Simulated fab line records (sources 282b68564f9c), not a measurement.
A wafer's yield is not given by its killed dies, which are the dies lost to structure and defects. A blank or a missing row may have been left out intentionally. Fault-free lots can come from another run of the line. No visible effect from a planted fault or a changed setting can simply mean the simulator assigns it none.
fab line records	flow rit_cmos
record: lots: 13	wafers: 39	last_day: 7
route steps=202 shown NSD@140 CONTACT@168 M1@194
lots untouched by any fault: they come from a run of this same line in which no faults occurred
start_h: hours from the record's first day to the start of the lot's first wafer shown	wait_h: hours since the lot's step before	" unchanged from the row above	L1.1+2: one row covering several wafers at once	- either no value or no given start	* or withheld: withheld	< > ~ a bound
route shown NAME@n: names a module that has steps shown in the file, with the first one's number in the route	usual: average and standard deviation across the fault-free wafers	same: alike in all rows	chamber/n: place in a boat	sites: the reading at each site	_std_site: standard deviation across them	_edge_site: inner sites' mean taken away from outer sites' mean	radius_mm: how far each site lies from the wafer's centre	mask NAME#n: copy n	behind: the last tool/chamber to shape the wafer	hold: why the lot went on hold/how many hours it stayed there/how the hold came to an end	device: transistor that didn't switch, given as n, p or np	end of line: the same wafers' tests at the end of the route	step lacking rows: just its recipe	killed: the dies lost at the first sort to structure and to defects; this is not the yield of the wafer	map: shows each die of a wafer: x if killed, . if not, _ if none is there
set.NAME: the run value of the setting; set.NAME@STEP: its run value at that earlier step	model.NAME: the simulator's own value behind a step, which no gauge read
route steps across a sampled set of lots; one table per step, one row per wafer
services: the hour from which a tool's chamber was out of use, counted from the record's first day as start_h (under 0 if before that day), plus the number of hours and why
== steps ==
step: RIT_NSD_STRIP_09
recipe: chemistry: O2	time_s: 180	resist: NOVOLAK	platen_temp_c: withheld	power_w: 500	pressure_mtorr: 4000	o2_flow_sccm: 4000
usual: chamber_pressure_mTorr: 4000/3.6	drypump_motor_current_A: 5.9/0.41
lot.wafer	tool	chamber	start_h	wait_h	chamber_pressure_mTorr	drypump_motor_current_A	rf_hours_counter_h
L260.1	plasma_asher-01	1	52.34	0.1	3994	6.3	41
L260.2	"	0	"	"	4004	5.1	41
L260.4	"	0	"	"	4001	5.0	-
L261.1	plasma_asher-02	1	58.22	0.1	3996	5.9	42
L261.4	"	1	"	"	4004	5.9	-
L261.6	"	0	"	"	4001	6.3	-
L262.2	plasma_asher-01	1	62.54	0.1	4000	6.3	43
L262.3	"	1	"	"	4000	6.3	-
L262.5	"	1	"	"	3995	6.3	-
L263.1	plasma_asher-03	0	64.26	0.1	3997	6.0	27
L263.3	"	1	"	"	3994	5.8	-
L263.6	"	0	"	"	4000	6.0	-
L264.2	plasma_asher-03	1	72.21	0.1	4000	5.8	28
L264.5	"	0	"	"	3998	5.9	-
L264.6	"	1	"	"	3995	5.8	-
L265.1	plasma_asher-03	1	76.75	0.1	4001	5.8	28
L265.2	"	0	"	"	3996	5.9	28
L265.4	"	0	"	"	4001	5.9	-
L266.4	plasma_asher-03	1	79.59	0.1	4004	5.8	-
L266.5	"	0	"	"	4002	5.9	-
L266.6	"	1	"	"	3997	5.8	-
L274.1	plasma_asher-03	0	121.84	0.1	4003	5.9	33
L274.3	"	0	"	"	3996	5.9	-
L274.6	"	0	"	"	3999	5.9	-
L276.3	plasma_asher-03	1	132.67	0.1	3995	5.8	-
L276.5	"	0	"	"	3998	6.0	-
L276.6	"	1	"	"	3996	5.8	-
L278.2	plasma_asher-02	0	142.54	0.1	3998	6.3	51
L278.5	"	1	"	"	3997	5.9	-
L278.6	"	0	"	"	3995	6.3	-
L280.1	plasma_asher-03	0	152.52	0.1	4001	6.0	36
L280.3	"	1	"	"	4001	5.8	-
L280.4	"	0	"	"	3996	6.0	-
L281.3	plasma_asher-01	1	154.44	0.1	4002	6.3	-
L281.4	"	0	"	"	4002	5.1	-
L281.6	"	0	"	"	4002	5.1	-
L283.1	plasma_asher-03	1	163.95	0.1	3997	5.8	37
L283.4	"	0	"	"	4001	5.9	-
L283.5	"	0	"	"	3998	5.9	-
step: RIT_CONTACT_CVD_00
recipe: material: SiO2	target_thk_nm: 400	precursor: TEOS	temp_c: 390	time_s: 61	rf_w: 400
usual: heater_power_w: 324/57
lot.wafer	tool	chamber	start_h	wait_h	heater_power_w
L260.1	pecvd-03	1	55.72	0.1	219
L260.2	"	0	"	"	380
L260.4	"	0	"	"	406
L261.1	pecvd-02	0	61.37	0.1	361
L261.4	"	0	"	"	381
L261.6	"	2	"	"	365
L262.2	pecvd-04	2	65.90	0.0	330
L262.3	"	1	"	"	328
L262.5	"	0	"	"	292
L263.1	pecvd-03	0	67.61	0.1	374
L263.3	"	2	"	"	344
L263.6	"	1	"	"	207
L264.2	pecvd-02	2	75.34	0.0	359
L264.5	"	1	"	"	281
L264.6	"	2	"	"	378
L265.1	pecvd-04	0	79.86	0.1	276
L265.2	"	1	"	"	299
L265.4	"	0	"	"	285
L266.4	pecvd-02	2	83.03	0.0	392
L266.5	"	0	"	"	397
L266.6	"	1	"	"	251
L274.1	pecvd-04	1	125.05	0.1	272
L274.3	"	2	"	"	338
L274.6	"	1	"	"	285
L276.3	pecvd-03	2	135.69	0.0	363
L276.5	"	0	"	"	410
L276.6	"	1	"	"	254
L278.2	pecvd-02	2	145.74	0.0	349
L278.5	"	2	"	"	366
L278.6	"	1	"	"	261
L280.1	pecvd-03	2	155.83	0.1	383
L280.3	"	1	"	"	257
L280.4	"	0	"	"	373
L281.3	pecvd-02	2	157.50	0.0	404
L281.4	"	2	"	"	294
L281.6	"	0	"	"	321
L283.1	pecvd-03	0	167.06	0.1	318
L283.4	"	0	"	"	338
L283.5	"	2	"	"	311
step: RIT_CONTACT_THK_MEAS_01
recipe: reads: SiO2_of_CONTACT_CVD_00
usual: CONTACT_TEOS_THK: 400/5.7
lot.wafer	tool	chamber	start_h	wait_h	CONTACT_TEOS_THK[nm]
L260.1	film_metro-03	-	55.77	0.0	403
L260.2	"	-	"	"	399
L260.4	"	-	"	"	409
L261.1	film_metro-03	-	61.42	0.0	400
L261.4	"	-	"	"	403
L261.6	"	-	"	"	409
L262.2	film_metro-04	-	65.96	0.0	407
L262.3	"	-	"	"	396
L262.5	"	-	"	"	407
L263.1	film_metro-04	-	67.66	0.0	399
L263.3	"	-	"	"	394
L263.6	"	-	"	"	408
L264.2	film_metro-02	-	75.40	0.0	397
L264.5	"	-	"	"	403
L264.6	"	-	"	"	407
L265.1	film_metro-03	-	79.91	0.0	400
L265.2	"	-	"	"	399
L265.4	"	-	"	"	404
L266.4	film_metro-04	-	83.09	0.0	409
L266.5	"	-	"	"	400
L266.6	"	-	"	"	404
L274.1	film_metro-02	-	125.10	0.0	393
L274.3	"	-	"	"	529
L274.6	"	-	"	"	392
L276.3	film_metro-03	-	135.76	0.0	388
L276.5	"	-	"	"	398
L276.6	"	-	"	"	399
L278.2	film_metro-02	-	145.80	0.0	394
L278.5	"	-	"	"	397
L278.6	"	-	"	"	399
L280.1	film_metro-02	-	155.88	0.0	392
L280.3	"	-	"	"	393
L280.4	"	-	"	"	395
L281.3	film_metro-04	-	157.57	0.0	399
L281.4	"	-	"	"	404
L281.6	"	-	"	"	399
L283.1	film_metro-02	-	167.14	0.1	394
L283.4	"	-	"	"	399
L283.5	"	-	"	"	397
step: RIT_CONTACT_STRIP_12
recipe: chemistry: O2	time_s: 180	resist: NOVOLAK	platen_temp_c: withheld	power_w: 500	pressure_mtorr: 4000	o2_flow_sccm: 4000
usual: chamber_pressure_mTorr: 4000/3.6	drypump_motor_current_A: 5.90/0.3
lot.wafer	tool	chamber	start_h	wait_h	chamber_pressure_mTorr	drypump_motor_current_A	rf_hours_counter_h
L260.1	plasma_asher-04	1	57.30	0.1	4000	5.50	40
L260.2	"	0	"	"	3996	6.25	40
L260.4	"	0	"	"	4004	6.23	-
L261.1	plasma_asher-03	1	63.07	0.1	4006	5.80	27
L261.4	"	1	"	"	4000	5.81	-
L261.6	"	1	"	"	4002	5.81	-
L262.2	plasma_asher-02	1	67.60	0.1	3998	5.92	43
L262.3	"	1	"	"	3999	5.93	-
L262.5	"	1	"	"	4000	5.90	-
L263.1	plasma_asher-02	0	69.31	0.1	4005	6.34	43
L263.3	"	1	"	"	3997	5.97	-
L263.6	"	1	"	"	4004	5.93	-
L264.2	plasma_asher-04	1	76.92	0.1	4005	5.49	42
L264.5	"	1	"	"	4000	5.53	-
L264.6	"	0	"	"	4002	6.23	-
L265.1	plasma_asher-02	1	81.57	0.1	4006	5.95	44
L265.2	"	0	"	"	4003	6.34	44
L265.4	"	0	"	"	3997	6.33	-
L266.4	plasma_asher-04	0	84.64	0.2	4000	6.20	-
L266.5	"	0	"	"	4000	6.23	-
L266.6	"	1	"	"	4004	5.51	-
L274.1	plasma_asher-04	1	126.75	0.1	3993	5.52	1
L274.3	"	0	"	"	4008	6.20	-
L274.6	"	0	"	"	4000	6.19	-
L276.3	plasma_asher-04	0	137.33	0.2	4001	6.21	-
L276.5	"	0	"	"	4001	6.21	-
L276.6	"	1	"	"	3996	5.51	-
L278.2	plasma_asher-04	1	147.60	0.1	3997	5.49	3
L278.5	"	0	"	"	3998	6.20	-
L278.6	"	1	"	"	4000	5.52	-
L280.1	plasma_asher-04	0	157.53	0.1	3997	6.22	4
L280.3	"	1	"	"	3998	5.48	-
L280.4	"	0	"	"	4000	6.21	-
L281.3	plasma_asher-04	1	159.26	0.2	4002	5.50	-
L281.4	"	0	"	"	4003	6.24	-
L281.6	"	0	"	"	4003	6.23	-
L283.1	plasma_asher-03	1	169.01	0.1	4001	5.83	38
L283.4	"	1	"	"	4003	5.79	-
L283.5	"	0	"	"	3995	5.92	-
step: RIT_M1_OVL_MEAS_10
usual: M1_OVL: -0.6/1.7
lot.wafer	tool	chamber	start_h	wait_h	M1_OVL[nm]
L260.1	overlay-02	-	59.42	0.1	-1.1
L260.2	"	-	"	"	0.4
L260.4	"	-	"	"	-0.8
L261.1	overlay-02	-	65.19	0.1	4.2
L261.4	"	-	"	"	2.6
L261.6	"	-	"	"	3.7
L262.2	overlay-01	-	69.85	0.1	-0.6
L262.3	"	-	"	"	0.7
L262.5	"	-	"	"	0.0
L263.1	overlay-02	-	71.56	0.1	0.5
L263.3	"	-	"	"	0.5
L263.6	"	-	"	"	1.0
L264.2	overlay-01	-	79.06	0.1	-1.6
L264.5	"	-	"	"	-2.5
L264.6	"	-	"	"	-0.9
L265.1	overlay-02	-	83.73	0.1	0.2
L265.2	"	-	"	"	-0.3
L265.4	"	-	"	"	-0.6
L266.4	overlay-01	-	86.91	0.1	0.7
L266.5	"	-	"	"	-0.9
L266.6	"	-	"	"	-3.2
L274.1	overlay-01	-	129.05	0.1	-2.1
L274.6	"	-	"	"	-1.3
L276.3	overlay-02	-	139.54	0.1	-0.7
L276.5	"	-	"	"	-0.5
L276.6	"	-	"	"	-1.3
L278.2	overlay-02	-	149.87	0.1	-0.8
L278.5	"	-	"	"	0.8
L278.6	"	-	"	"	-0.4
L280.1	overlay-01	-	159.67	0.1	-3.1
L280.3	"	-	"	"	-2.8
L280.4	"	-	"	"	-3.8
L281.3	overlay-02	-	161.34	0.1	-4.3
L281.4	"	-	"	"	-2.5
L281.6	"	-	"	"	-3.3
L283.1	overlay-02	-	171.15	0.1	2.0
L283.4	"	-	"	"	0.9
L283.5	"	-	"	"	-0.4
step: RIT_M1_PROBE_99
usual: killed_at_contacts: 0.1/0.24	killed_at_front_end: 7/3.2	killed_dies: 7/3.2	killed_on_rim: 1.9/1.4	killed_open: 3.6/2.1	killed_short: 3.5/2
same: gross_dies: 264	killed_at_M0_to_M3: 0	killed_at_M4_up: 0	killed_at_back_side: 0	killed_at_other: 0
lot.wafer	tool	chamber	start_h	wait_h	killed_at_contacts	killed_at_front_end	killed_dies	killed_on_rim	killed_open	killed_short
L274.1	prober-02	-	131.78	0.1	0	8	8	2	4	4
L274.3	prober-02	-	131.88	0.2	260	4	264	70	2	3
L274.6	prober-02	-	132.03	0.2	0	9	9	2	4	5
L276.3	prober-02	-	142.51	0.2	0	10	10	2	4	6
L276.5	prober-02	-	142.61	0.2	0	8	8	0	3	5
L276.6	prober-02	-	142.66	0.2	0	8	8	2	2	6
L278.2	prober-02	-	152.47	0.1	0	4	4	1	1	3
L278.5	prober-02	-	152.62	0.2	0	6	6	2	3	3
L278.6	prober-02	-	152.67	0.2	0	4	4	1	2	2
L280.1	prober-02	-	162.21	0.1	0	9	9	0	6	3
L280.3	prober-02	-	162.31	0.2	0	9	9	1	5	4
L280.4	prober-02	-	162.36	0.2	0	4	4	0	2	2
killed by level:class
L274.1 GATE:geometric_particle:open=3 GATE:geometric_particle:short=3 FOX1:geometric_particle:short=1 FOX1:geometric_particle:open=1
L274.3 CONTACT:area_etch=259 GATE:geometric_particle:open=2 FOX1:geometric_particle:short=1 GATE:geometric_particle:short=1 CONTACT:geometric_particle:short=1
L274.6 GATE:geometric_particle:short=3 GATE:geometric_particle:open=2 FOX1:geometric_particle:short=1 FOX2:geometric_particle:short=1 REOX:geometric_particle:open=1 SPACER:geometric_particle:open=1
L276.3 REOX:geometric_particle:short=3 GATE:geometric_particle:open=2 GATE:geometric_particle:short=2 FOX2:geometric_particle:short=1 REOX:geometric_particle:open=1 SPACER:geometric_particle:open=1
L276.5 GATE:geometric_particle:short=3 FOX2:geometric_particle:open=1 GATE:geometric_particle:open=1 SPACER:geometric_particle:open=1 SPACER:geometric_particle:short=1 SILICIDE:geometric_particle:short=1
L276.6 GATE:geometric_particle:short=2 FOX1:geometric_particle:short=1 FOX2:geometric_particle:short=1 GATE:geometric_particle:open=1 REOX:geometric_particle:short=1 SPACER:geometric_particle:short=1 SILICIDE:geometric_particle:open=1
L278.2 REOX:geometric_particle:short=2 FOX1:geometric_particle:short=1 REOX:geometric_particle:open=1
L278.5 GATE:geometric_particle:open=2 FOX1:geometric_particle:short=1 FOX2:geometric_particle:open=1 GATE:geometric_particle:short=1 SPACER:geometric_particle:short=1
L278.6 SPACER:geometric_particle:open=2 GATE:geometric_particle:short=2
L280.1 GATE:geometric_particle:open=2 GATE:geometric_particle:short=2 SPACER:geometric_particle:open=2 FOX1:geometric_particle:short=1 REOX:geometric_particle:open=1 SILICIDE:geometric_particle:open=1
L280.3 GATE:geometric_particle:open=2 SILICIDE:geometric_particle:open=2 FOX1:geometric_particle:short=1 FOX2:geometric_particle:short=1 REOX:geometric_particle:short=1 SPACER:geometric_particle:open=1 SILICIDE:geometric_particle:short=1
L280.4 FOX1:geometric_particle:open=1 GATE:geometric_particle:open=1 SPACER:geometric_particle:short=1 SILICIDE:geometric_particle:short=1
== services ==
tool	chamber	start_h	hours	kind
plasma_asher-02	-	33.44	0.7	repair
pecvd-04	-	69.38	0.6	repair
pecvd-03	-	81.66	1.6	repair
pecvd-03	-	108.05	2.5	repair
plasma_asher-04	-	108.75	9.0	pm
plasma_asher-04	0	108.75	9.0	vent_cycle
plasma_asher-04	1	108.75	9.0	vent_cycle
plasma_asher-03	-	109.64	4.5	repair
plasma_asher-04	0	117.75	-	clean
plasma_asher-04	1	117.75	-	clean
pecvd-03	2	122.50	5.7	repair
plasma_asher-04	-	135.38	1.3	repair
plasma_asher-04	-	138.57	1.2	repair
pecvd-03	-	138.65	14.6	pm
== key ==
first_sign: step: RIT_CONTACT_THK_MEAS_01	reading: CONTACT_TEOS_THK	direction: up	sigmas: 23	usual: 400	struck: 529
effect: step: RIT_M1_PROBE_99	reading: killed_at_contacts	direction: up	sigmas: 99+	usual: 0.1	struck: 260
more_kills_born_at: RIT_CONTACT_ETCH_11@rie_diel-03: 259
met_at RIT_CONTACT_CVD_00
struck_lots L274
struck_wafers L274.3
later_rows_left_out L274.3
tester_left_out L274
not_acting_at RIT_NSD_STRIP_09,RIT_CONTACT_STRIP_12,RIT_M1_OVL_MEAS_10
onset_between 65.90 125.05
fault: kind: process_parameter_drift	tool: pecvd-04	chamber: 2	onset_h: 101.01	steps: RIT_CONTACT_CVD_00	channel: target_thk_nm	offset: 134.88	shape: step	end_h: 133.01	stated: 400
tester_left_out: of these lots the tester's yield and bins aren't shown, on N5 and GAA mostly nor the transistor test; their killed dies are dies lost to structure and defects alone, not to doping, threshold or leakage, so they don't give the yield
later_rows_left_out: the simulator's readings of these wafers behind a module that went badly wrong aren't trusted and aren't shown, but for the sort
